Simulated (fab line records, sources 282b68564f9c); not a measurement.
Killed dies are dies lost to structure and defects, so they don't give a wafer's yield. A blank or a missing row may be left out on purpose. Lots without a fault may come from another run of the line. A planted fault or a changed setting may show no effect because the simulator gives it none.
fab line records | flow rit_cmos
record lots=6 wafers=18 last_day=7
route steps=202 shown FOX2@24 NWELL@28 PWELL@39 WELLDRIVE@50 M1@202
lots that met no fault: from a run of the same line without faults
start_h: hours from the record's first day to the start of the lot's first wafer shown | wait_h: hours since the lot's step before | " the same as in the row above | L1.1+2: a row that stands for several wafers | - no value, or no start given | * or withheld: withheld | < > ~ a bound
route shown NAME@n: a module of which the file shows steps, and the number in the route of the first | usual: mean/standard deviation of fault-free wafers | same: alike in all rows | chamber/n: place in a boat | sites: the reading at each site | _std_site: their standard deviation | _edge_site: outer sites' mean less inner sites' | radius_mm: how far each site lies from the wafer's centre | mask NAME#n: copy n | behind: the tool/chamber that last shaped the wafer | hold: why the lot was held/for how many hours/how that ended | device: the transistor (n, p or np) that didn't switch | end of line: the same wafers' tests at the end of the route | a step without rows: its recipe alone | killed: dies lost to structure and defects at the first sort, not the wafer's yield | map: a wafer's dies, x killed, . not, _ none there
set.NAME: the setting as run; set.NAME@STEP: as run at that earlier step | model.NAME: the simulator's own value behind a step, which no gauge read
lots at some steps of the route; a table a step, a row a wafer
services: from which hour (start_h, from the record's first day; less than 0 if before it) a tool's chamber was out of use, for how many hours, and why
## steps
# step RIT_FOX2_THK_MEAS_01
# recipe reads=SiO2_of_FOX2_OXIDATION_00
# usual FOX2_OXIDE_THK=350/6.8
# columns lot.wafer tool chamber start_h wait_h FOX2_OXIDE_THK[nm]
L166.1 film_metro-03 - 18.37 0.0 344
L166.3 " - " " 336
L166.4 " - " " 335
L169.1 film_metro-01 - 36.03 0.0 349
L169.3 " - " " 345
L169.6 " - " " 352
L175.1 film_metro-01 - 63.60 0.0 364
L175.2 " - " " 358
L175.3 " - " " 362
L176.1 film_metro-01 - 74.04 0.0 352
L176.3 " - " " 354
L176.6 " - " " 350
L183.3 film_metro-04 - 103.45 0.0 350
L183.4 " - " " 348
L183.5 " - " " 351
L188.2 film_metro-03 - 129.54 0.0 349
L188.5 " - " " 349
L188.6 " - " " 348
# step RIT_FOX2_CLEAN_02
# recipe chemistry=dHF dilution=50:1 time_s=171.4
# step RIT_FOX2_WET_ETCH_03
# recipe chemistry=H3PO4 target=Si3N4 target_depth_nm=195 temp_c=165 time_s=2700
# step RIT_FOX2_THK_MEAS_90
# recipe reads=SiO2_of_FOX2_OXIDATION_00
# usual FIELD_OXIDE_LEFT_1_THK=324/6.7
# columns lot.wafer tool chamber start_h wait_h FIELD_OXIDE_LEFT_1_THK[nm]
L166.1 film_metro-04 - 19.25 0.0 318
L166.3 " - " " 310
L166.4 " - " " 309
L169.1 film_metro-03 - 36.98 0.0 323
L169.3 " - " " 318
L169.6 " - " " 325
L175.1 film_metro-04 - 64.47 0.0 337
L175.2 " - " " 331
L175.3 " - " " 336
L176.1 film_metro-04 - 74.92 0.0 326
L176.3 " - " " 327
L176.6 " - " " 324
L183.3 film_metro-04 - 104.33 0.0 322
L183.4 " - " " 322
L183.5 " - " " 325
L188.2 film_metro-04 - 130.42 0.0 323
L188.5 " - " " 322
L188.6 " - " " 322
# step RIT_NWELL_HMDS_00
# recipe prime_time_s=62.67 prime_temp_c=140
# step RIT_NWELL_COAT_01
# recipe resist=NOVOLAK spin_rpm=2000 resist_thk_nm=1300
# step RIT_NWELL_SOFTBAKE_02
# recipe resist=NOVOLAK temp_c=90 time_s=60
# step RIT_NWELL_EXPOSE_03
# recipe mask_id=M2 na=0.57 target_cd_nm=43900 dose_mj=250
# step RIT_NWELL_PEB_04
# recipe resist=NOVOLAK temp_c=withheld time_s=withheld
# step RIT_NWELL_DEVELOP_05
# recipe resist=NOVOLAK develop_time_s=68 dev_temp_c=23
# step RIT_NWELL_OVL_MEAS_06
# usual NWELL_OVL=-0.8/1.3
# columns lot.wafer tool chamber start_h wait_h NWELL_OVL[nm]
L166.1 overlay-02 - 20.32 - -1.2
L166.3 " - " " -2.4
L166.4 " - " " -2.1
L169.1 overlay-02 - 37.92 - 2.9
L169.3 " - " " 0.2
L169.6 " - " " 1.5
L175.1 overlay-01 - 65.41 - -0.3
L175.2 " - " " -3.3
L175.3 " - " " -0.5
L176.1 overlay-01 - 76.00 - -1.0
L176.3 " - " " -2.2
L176.6 " - " " -1.9
L183.3 overlay-02 - 105.26 - -1.4
L183.4 " - " " -1.0
L183.5 " - " " -1.0
L188.2 overlay-01 - 131.48 - 0.7
L188.5 " - " " 0.5
L188.6 " - " " -0.3
# step RIT_NWELL_HARDBAKE_07
# recipe resist=NOVOLAK temp_c=140 time_s=120
# step RIT_NWELL_IMPLANT_08
# recipe species=P energy_kev=170 dose_cm2=5e+13 tilt_deg=7
# usual dose_ions_cm2=5e+13/5.9e+10 faraday_current_uA=159/3.1
# columns lot.wafer tool chamber start_h wait_h dose_ions_cm2 faraday_current_uA
L166.1 implanter-03 0 20.60 0.2 4.987e+13 159
L166.3 " 0 " " 4.991e+13 166
L166.4 " 0 " " 4.992e+13 159
L169.1 implanter-04 0 38.20 0.2 4.993e+13 163
L169.3 " 0 " " 4.997e+13 154
L169.6 " 0 " " 4.999e+13 155
L175.1 implanter-04 0 65.70 0.2 2.116e+13 68
L175.2 " 0 " " 2.118e+13 68
L175.3 " 0 " " 2.11e+13 68
L176.1 implanter-04 0 76.29 0.2 2.102e+13 69
L176.3 " 0 " " 2.116e+13 69
L176.6 " 0 " " 2.105e+13 65
L183.3 implanter-03 0 105.59 0.2 5.006e+13 162
L183.4 " 0 " " 5.004e+13 160
L183.5 " 0 " " 5.015e+13 161
L188.2 implanter-02 0 131.78 0.2 4.992e+13 158
L188.5 " 0 " " 4.991e+13 157
L188.6 " 0 " " 4.998e+13 155
# step RIT_NWELL_STRIP_09
# recipe chemistry=O2 time_s=180 resist=NOVOLAK platen_temp_c=withheld power_w=500 pressure_mtorr=4000 o2_flow_sccm=4000
# usual drypump_motor_current_A=5.88/0.22 rf_refl_power_W=7.7/0.72
# columns lot.wafer tool chamber start_h wait_h drypump_motor_current_A rf_hours_counter_h rf_refl_power_W
L166.1 plasma_asher-03 0 20.75 0.1 6.11 37 7.8
L166.3 " 0 " " 6.10 - 7.8
L166.4 " 1 " " 5.95 - 7.7
L169.1 plasma_asher-04 0 38.35 0.1 5.73 41 6.5
L169.3 " 1 " " 5.80 - 7.8
L169.6 " 0 " " 5.73 - 6.5
L175.1 plasma_asher-04 0 65.85 0.1 5.74 44 6.5
L175.2 " 1 " " 5.81 44 8.0
L175.3 " 0 " " 5.75 - 6.7
L176.1 plasma_asher-03 0 76.44 0.1 6.11 43 7.7
L176.3 " 1 " " 6.01 - 7.9
L176.6 " 1 " " 6.02 - 7.4
L183.3 plasma_asher-04 1 105.75 0.1 5.81 - 7.8
L183.4 " 0 " " 5.74 - 6.5
L183.5 " 0 " " 5.76 - 6.5
L188.2 plasma_asher-03 1 131.91 0.1 5.98 50 8.0
L188.5 " 0 " " 6.06 - 7.9
L188.6 " 1 " " 5.97 - 8.0
# step RIT_NWELL_TW_MEAS_10
# usual NWELL_TW=2158/15
# columns lot.wafer tool chamber start_h wait_h NWELL_TW
L166.1 film_metro-04 - 20.93 0.1 2181
L166.3 " - " " 2189
L166.4 " - " " 2177
L169.1 film_metro-04 - 38.53 0.1 2187
L169.3 " - " " 2191
L169.6 " - " " 2180
L175.1 film_metro-03 - 66.02 0.1 1629
L175.2 " - " " 1636
L175.3 " - " " 1630
L176.1 film_metro-03 - 76.61 0.1 1648
L176.3 " - " " 1643
L176.6 " - " " 1640
L183.3 film_metro-02 - 105.88 0.1 2158
L183.4 " - " " 2151
L183.5 " - " " 2167
L188.2 film_metro-03 - 132.09 0.1 2148
L188.5 " - " " 2138
L188.6 " - " " 2156
# step RIT_PWELL_HMDS_00
# recipe prime_time_s=60 prime_temp_c=140
# step RIT_PWELL_COAT_01
# recipe resist=NOVOLAK spin_rpm=2000 resist_thk_nm=1300
# step RIT_PWELL_SOFTBAKE_02
# recipe resist=NOVOLAK temp_c=90 time_s=60
# step RIT_PWELL_EXPOSE_03
# recipe mask_id=M3 na=0.57 target_cd_nm=43700 dose_mj=250
# step RIT_PWELL_PEB_04
# recipe resist=NOVOLAK temp_c=withheld time_s=withheld
# step RIT_PWELL_DEVELOP_05
# recipe resist=NOVOLAK develop_time_s=68 dev_temp_c=23
# step RIT_PWELL_OVL_MEAS_06
# usual PWELL_OVL=0.5/1.4
# columns lot.wafer tool chamber start_h wait_h PWELL_OVL[nm]
L166.1 overlay-01 - 22.08 - 1.2
L166.3 " - " " 1.6
L166.4 " - " " -1.0
L169.1 overlay-02 - 39.47 - 0.2
L169.3 " - " " 0.9
L169.6 " - " " 0.5
L175.1 overlay-01 - 66.96 - 0.4
L175.2 " - " " 1.6
L175.3 " - " " -0.8
L176.1 overlay-02 - 77.70 - 0.8
L176.3 " - " " -0.7
L176.6 " - " " 2.5
L183.3 overlay-02 - 106.81 - 0.4
L183.4 " - " " 1.0
L183.5 " - " " 0.0
L188.2 overlay-01 - 133.03 - 2.5
L188.5 " - " " 1.1
L188.6 " - " " 1.2
# step RIT_PWELL_HARDBAKE_07
# recipe resist=NOVOLAK temp_c=140 time_s=120
# step RIT_PWELL_IMPLANT_08
# recipe species=B energy_kev=170 dose_cm2=7.15e+13 tilt_deg=7
# step RIT_PWELL_STRIP_09
# recipe chemistry=O2 time_s=180 resist=NOVOLAK platen_temp_c=withheld power_w=500 pressure_mtorr=4000 o2_flow_sccm=4000
# usual drypump_motor_current_A=5.82/0.25 rf_refl_power_W=7.2/0.71
# columns lot.wafer tool chamber start_h wait_h drypump_motor_current_A rf_hours_counter_h rf_refl_power_W
L166.1 plasma_asher-03 1 22.52 0.1 6.00 37 7.8
L166.3 " 1 " " 5.96 - 7.7
L166.4 " 0 " " 6.10 - 7.8
L169.1 plasma_asher-02 1 39.90 0.1 5.33 24 6.2
L169.3 " 1 " " 5.33 - 6.0
L169.6 " 1 " " 5.33 - 6.0
L175.1 plasma_asher-02 0 67.40 0.1 6.00 26 7.2
L175.2 " 1 " " 5.33 26 6.1
L175.3 " 1 " " 5.33 - 6.1
L176.1 plasma_asher-04 0 78.14 0.1 5.71 46 6.6
L176.3 " 1 " " 5.81 - 7.5
L176.6 " 1 " " 5.79 - 7.9
L183.3 plasma_asher-04 0 107.38 0.1 5.77 - 6.5
L183.4 " 1 " " 5.81 - 8.2
L183.5 " 1 " " 5.78 - 7.6
L188.2 plasma_asher-03 1 133.46 0.1 6.03 50 8.1
L188.5 " 1 " " 6.05 - 7.8
L188.6 " 0 " " 6.08 - 7.9
# step RIT_PWELL_TW_MEAS_10
# usual PWELL_TW=966/6.2
# columns lot.wafer tool chamber start_h wait_h PWELL_TW
L166.1 film_metro-03 - 22.70 0.1 951
L166.3 " - " " 961
L166.4 " - " " 961
L169.1 film_metro-04 - 40.08 0.1 975
L169.3 " - " " 977
L169.6 " - " " 975
L175.1 film_metro-04 - 67.57 0.1 971
L175.2 " - " " 972
L175.3 " - " " 976
L176.1 film_metro-03 - 78.31 0.1 965
L176.3 " - " " 966
L176.6 " - " " 964
L183.3 film_metro-02 - 107.51 0.1 974
L183.4 " - " " 970
L183.5 " - " " 967
L188.2 film_metro-03 - 133.64 0.1 957
L188.5 " - " " 960
L188.6 " - " " 960
# step RIT_WELLDRIVE_ANNEAL_00
# recipe temp_c=1100 time_s=14700 ambient=N2
# step RIT_WELLDRIVE_RS_MEAS_01
# recipe thk_meas_gauge=four-point-probe
# usual NWELL_RS=275.6/0.85
# columns lot.wafer tool chamber start_h wait_h NWELL_RS[ohm/sq]
L166.1 film_metro-04 - 28.13 0.0 275.5
L166.3 " - " " 274.4
L166.4 " - " " 275.5
L169.1 film_metro-03 - 45.76 0.0 276.6
L169.3 " - " " 275.6
L169.6 " - " " 276.8
L175.1 film_metro-02 - 73.64 0.0 475.2
L175.2 " - " " 476.9
L175.3 " - " " 475.2
L176.1 film_metro-02 - 83.63 0.0 468.8
L176.3 " - " " 469.8
L176.6 " - " " 469.8
L183.3 film_metro-02 - 112.68 0.0 275.9
L183.4 " - " " 276.2
L183.5 " - " " 275.7
L188.2 film_metro-04 - 138.80 0.0 276.1
L188.5 " - " " 276.0
L188.6 " - " " 275.5
# step RIT_WELLDRIVE_RS_MEAS_02
# recipe thk_meas_gauge=four-point-probe
# usual PWELL_RS=424.0/1
# columns lot.wafer tool chamber start_h wait_h PWELL_RS[ohm/sq]
L166.1 film_metro-04 - 28.25 0.1 425.9
L166.3 " - " " 424.9
L166.4 " - " " 425.5
L169.1 film_metro-03 - 45.88 0.1 425.4
L169.3 " - " " 425.6
L169.6 " - " " 425.6
L175.1 film_metro-02 - 73.76 0.1 422.5
L175.2 " - " " 422.8
L175.3 " - " " 422.4
L176.1 film_metro-02 - 83.75 0.1 424.4
L176.3 " - " " 424.1
L176.6 " - " " 423.9
L183.3 film_metro-02 - 112.80 0.1 424.2
L183.4 " - " " 425.0
L183.5 " - " " 424.3
L188.2 film_metro-04 - 138.92 0.1 424.5
L188.5 " - " " 424.9
L188.6 " - " " 424.2
# step RIT_M1_PROBE_99
# usual killed_at_M0_to_M3=0.0/0.2 killed_at_contacts=0.1/0.32 killed_at_front_end=6.7/2.9 killed_dies=6.8/2.9 killed_open=3.3/1.7 killed_short=3.4/2.1
# same gross_dies=264 killed_at_M4_up=0 killed_at_back_side=0 killed_at_other=0
# columns lot.wafer tool chamber start_h wait_h killed_at_M0_to_M3 killed_at_contacts killed_at_front_end killed_dies killed_open killed_short model.etest.pmos_0p3.r_on_ohm_um model.etest.pmos_turned.r_on_ohm_um model.etest.nwell_pinched.rs_ohm_sq model.etest.pmos_0p15.r_on_ohm_um model.etest.well_edge_right.line_ohm_um model.etest.well_edge_left.line_ohm_um model.etest.pmos_0p15.drive_ua_um model.etest.pmos_turned.drive_ua_um
L166.1 prober-02 - 61.17 0.1 0 0 4 4 2 2 6374 3542 331.6 2821 179.1 179.5 245.3 180.3
L166.3 prober-02 - 61.27 0.2 0 0 5 5 2 3 6343 3528 329.9 2778 181.6 183.9 250.4 181.7
L166.4 prober-02 - 61.32 0.2 0 0 4 4 4 0 6265 3394 330.9 2731 183.5 180.7 256.3 191.4
L169.1 prober-01 - 76.49 0.1 0 0 8 8 2 6 6280 3439 334.5 2743 181.7 185 254.8 187.6
L169.3 prober-01 - 76.59 0.2 1 0 10 11 7 4 6346 3509 330.8 2826 183.4 183.1 246.3 180.3
L169.6 prober-01 - 76.74 0.2 0 0 4 4 2 2 6441 3563 335.8 2828 183.9 184.2 245.5 179.8
L175.1 prober-01 - 104.19 0.1 0 1 8 9 5 4 5695 3062 619.6 2558 342.7 340.8 297.4 230.7
L175.2 prober-01 - 104.24 0.1 0 0 6 6 1 5 5755 3113 611.5 2562 342.3 336.3 291.6 228.6
L175.3 prober-01 - 104.29 0.2 0 0 1 1 1 0 5616 3076 607.7 2522 342.1 337.9 297.6 231
L176.1 prober-02 - 112.78 0.1 0 0 8 8 4 4 5864 3186 612.1 2598 329.6 329.4 287.2 222.5
L176.3 prober-02 - 112.88 0.2 0 0 5 5 4 1 5779 3188 603.7 2590 330.1 337.3 287.5 222.5
L176.6 prober-02 - 113.03 0.2 0 1 5 6 3 3 5807 3218 608.7 2663 334.5 335.6 284.2 220.8
L183.3 prober-01 - 143.98 0.2 0 0 10 10 1 9 6316 3434 336.8 2758 184.4 184.3 255.5 189.1
L183.4 prober-01 - 144.03 0.2 0 0 14 14 9 4 6447 3538 338.9 2870 182.4 184.1 246.1 182.8
L183.5 prober-01 - 144.08 0.2 0 0 11 11 7 4 6365 3504 337.6 2826 183.7 182.4 248.3 186.7
L188.2 prober-02 - 169.48 0.1 0 0 5 5 3 2 6160 3234 334.9 2606 183.5 183.3 270.9 203.5
L188.5 prober-02 - 169.63 0.2 0 0 5 5 4 1 6252 3357 334.8 2698 184.6 184 263.9 198.1
L188.6 prober-02 - 169.68 0.2 0 0 5 5 2 3 6237 3342 336.1 2668 180.3 181.8 264.7 199
# killed by level:class
L166.1 REOX:geometric_particle:short=2 GATE:geometric_particle:open=1 REOX:geometric_particle:open=1
L166.3 FOX2:geometric_particle:short=2 REOX:geometric_particle:open=1 SILICIDE:geometric_particle:open=1 SILICIDE:geometric_particle:short=1
L166.4 SPACER:geometric_particle:open=2 GATE:geometric_particle:open=1 SILICIDE:geometric_particle:open=1
L169.1 GATE:geometric_particle:short=4 FOX2:geometric_particle:open=1 REOX:geometric_particle:short=1 REOX:geometric_particle:open=1 SILICIDE:geometric_particle:short=1
L169.3 GATE:geometric_particle:short=4 GATE:geometric_particle:open=3 FOX1:geometric_particle:open=2 FOX2:geometric_particle:open=1 M1:geometric_particle:open=1
L169.6 GATE:geometric_particle:open=2 GATE:geometric_particle:short=2
L175.1 FOX1:geometric_particle:short=2 FOX1:geometric_particle:open=2 SPACER:geometric_particle:open=2 ACTIVE:geometric_particle:open=1 REOX:geometric_particle:short=1 CONTACT:geometric_particle:short=1
L175.2 FOX1:geometric_particle:short=3 SPACER:geometric_particle:short=2 FOX1:geometric_particle:open=1
L175.3 FOX2:geometric_particle:open=1
L176.1 GATE:geometric_particle:open=3 GATE:geometric_particle:short=2 REOX:geometric_particle:short=1 SPACER:geometric_particle:open=1 SILICIDE:geometric_particle:short=1
L176.3 SPACER:geometric_particle:open=3 REOX:geometric_particle:open=1 SPACER:geometric_particle:short=1
L176.6 FOX1:geometric_particle:open=1 REOX:geometric_particle:open=1 REOX:geometric_particle:short=1 SPACER:geometric_particle:open=1 SPACER:geometric_particle:short=1 CONTACT:geometric_particle:short=1
L183.3 FOX2:geometric_particle:short=4 FOX1:geometric_particle:short=2 GATE:geometric_particle:short=2 REOX:geometric_particle:short=1 SPACER:geometric_particle:open=1
L183.4 GATE:geometric_particle:open=3 FOX2:geometric_particle:open=2 SPACER:geometric_particle:short=2 ACTIVE:geometric_particle:open=1 FOX1:geometric_particle:open=1 FOX1:geometric_particle:short=1 FOX2:geometric_particle:short=1 REOX:geometric_particle:open=1
L183.5 FOX1:geometric_particle:short=2 FOX2:geometric_particle:open=2 GATE:geometric_particle:open=2 SILICIDE:geometric_particle:open=2 FOX1:geometric_particle:open=1 GATE:geometric_particle:short=1 SPACER:geometric_particle:short=1
L188.2 SILICIDE:geometric_particle:open=2 FOX1:geometric_particle:open=1 GATE:geometric_particle:short=1 REOX:geometric_particle:short=1
L188.5 FOX2:geometric_particle:open=2 GATE:geometric_particle:short=1 SPACER:geometric_particle:open=1 SILICIDE:geometric_particle:open=1
L188.6 FOX1:geometric_particle:short=1 GATE:geometric_particle:short=1 SPACER:geometric_particle:short=1 SPACER:geometric_particle:open=1 SILICIDE:geometric_particle:open=1
## services
# columns tool chamber start_h hours kind
plasma_asher-04 - 2.82 2.0 repair
implanter-02 - 18.75 2.9 repair
plasma_asher-02 - 33.23 0.7 repair
implanter-04 - 94.89 1.3 repair
plasma_asher-04 - 108.81 9.0 pm
plasma_asher-04 0 108.81 9.0 vent_cycle
plasma_asher-04 1 108.81 9.0 vent_cycle
plasma_asher-02 - 116.39 3.3 repair
implanter-04 - 117.44 5.2 pm
plasma_asher-04 0 117.81 - clean
plasma_asher-04 1 117.81 - clean
implanter-02 - 119.42 4.1 repair
## key
first_sign step=RIT_NWELL_IMPLANT_08 reading=dose_ions_cm2 direction=down sigmas=99+ usual=5e+13 struck=2.111e+13
effect step=RIT_NWELL_IMPLANT_08 reading=faraday_current_uA direction=down sigmas=29 usual=159 struck=68
effect step=RIT_NWELL_TW_MEAS_10 reading=NWELL_TW direction=down sigmas=35 usual=2158 struck=1638
effect step=RIT_WELLDRIVE_RS_MEAS_01 reading=NWELL_RS direction=up sigmas=99+ usual=275.6 struck=472.6
model_effect step=RIT_M1_PROBE_99 value=etest.pmos_0p3.r_on_ohm_um without=6335 struck=5753
met_at RIT_NWELL_IMPLANT_08
struck_wafers L175.1,L175.2,L175.3,L176.1,L176.3,L176.6
tester_left_out L175,L176
onset_between 38.20 65.70
fault kind=process_parameter_drift tool=implanter-04 chamber=- onset_h=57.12 steps=RIT_NWELL_IMPLANT_08 channel=dose_cm2 offset=-2.8875e+13 shape=step end_h=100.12 acts_in=these_recipes_only stated=5e+13
# tester_left_out: of these lots the tester's yield and bins aren't shown, on N5 and GAA mostly nor the transistor test; their killed dies are dies lost to structure and defects alone, not to doping, threshold or leakage, so they don't give the yield
